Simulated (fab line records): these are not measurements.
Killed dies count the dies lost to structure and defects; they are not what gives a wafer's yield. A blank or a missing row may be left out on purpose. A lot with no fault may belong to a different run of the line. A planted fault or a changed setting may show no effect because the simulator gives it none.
Comparing a struck lot with a sound one -- flow rit_cmos -- 15 steps out of a route of 202
Sound: these wafers, L194.1, L194.4, L194.6. Wafers L199.2, L199.3, L199.4 were the ones struck. The cause is given at the end.
At each step with rows: each side's tool, then ch and its chambers, then its first start. Under that, the readings that differ: sound wafers -- struck wafers -- difference of the means -- sigmas: that difference in standard deviations of wafers without a fault.
alike: same words and numbers on both sides, and readings whose means sit less than 2 such deviations apart. not compared: any withheld reading, any reading some wafer has no value for, any bound like >300 that may hide the same value, and any number with overlapping values for which the record gives no deviation.
Wherever a step has rows on one side only, a row that says differs or no value, or a row with sigmas, the two part there. Non-overlapping numbers with no deviation appear without sigmas and do not part them. Lack of a reading on every wafer of one side parts them only where that side has two or more wafers.

first, 3 steps without rows for these wafers: RIT_ACTIVE_CLEAN_16 (cleans in dHF, time 28.62 s); RIT_ACTIVE_CLEAN_17 (cleans in SC2, time 600 s); RIT_FOX1_OXIDATION_00 (target thk 350.7 nm, ox time 1130 s).
RIT_FOX1_THK_MEAS_01:
  sound on film_metro-02 at day 3 00:59; struck on film_metro-02 at day 4 02:53
  alike: FOX1_OXIDE_THK
then, 2 steps without rows for these wafers: RIT_FOX1_WET_ETCH_02 (etches SiO2 in BOE, target depth 350 nm, time 390 s); RIT_FOX2_OXIDATION_00 (target thk 350.7 nm, ox time 1130 s).
RIT_FOX2_THK_MEAS_01:
  sound on film_metro-02 at day 3 03:48; struck on film_metro-02 at day 4 05:42
  alike: FOX2_OXIDE_THK
then, 2 steps without rows for these wafers: RIT_FOX2_CLEAN_02 (cleans in dHF, time 180 s); RIT_FOX2_WET_ETCH_03 (etches Si3N4 in H3PO4, target depth 195 nm, time 2700 s).
RIT_FOX2_THK_MEAS_90:
  sound on film_metro-03 at day 3 04:45; struck on film_metro-02 at day 4 06:34
  alike: FIELD_OXIDE_LEFT_1_THK
then, 2 steps without rows for these wafers: RIT_NWELL_HMDS_00 (prime time 60 s); RIT_NWELL_COAT_01 (resist thk 1300 nm).
RIT_NWELL_SOFTBAKE_02: time 60 s.
  sound on litho_track-03 ch 0, day 3 05:07; struck on litho_track-03 ch 0, day 4 06:57
reading,sound,struck,difference,sigmas
run_length_s (s),89.17 89.13 88.97,100.91 100.78 100.75,+11.72,+65
then, 1 step without rows for these wafers: RIT_NWELL_EXPOSE_03 (exposes mask M2, target cd 43900 nm).
RIT_M1_PROBE_99:
  sound on prober-02 at day 4 22:22; struck on prober-01 at day 6 02:40
  alike: killed_at_contacts, killed_at_front_end, killed_dies, killed_open, killed_short

## WHERE THEY PART
Within this record, at RIT_NWELL_SOFTBAKE_02 only. Later steps at which nothing parts them and some readings are alike: RIT_M1_PROBE_99.

WHY: the cause the simulator had injected
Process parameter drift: litho_track-03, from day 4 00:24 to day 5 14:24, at RIT_NWELL_SOFTBAKE_02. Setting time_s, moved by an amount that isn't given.
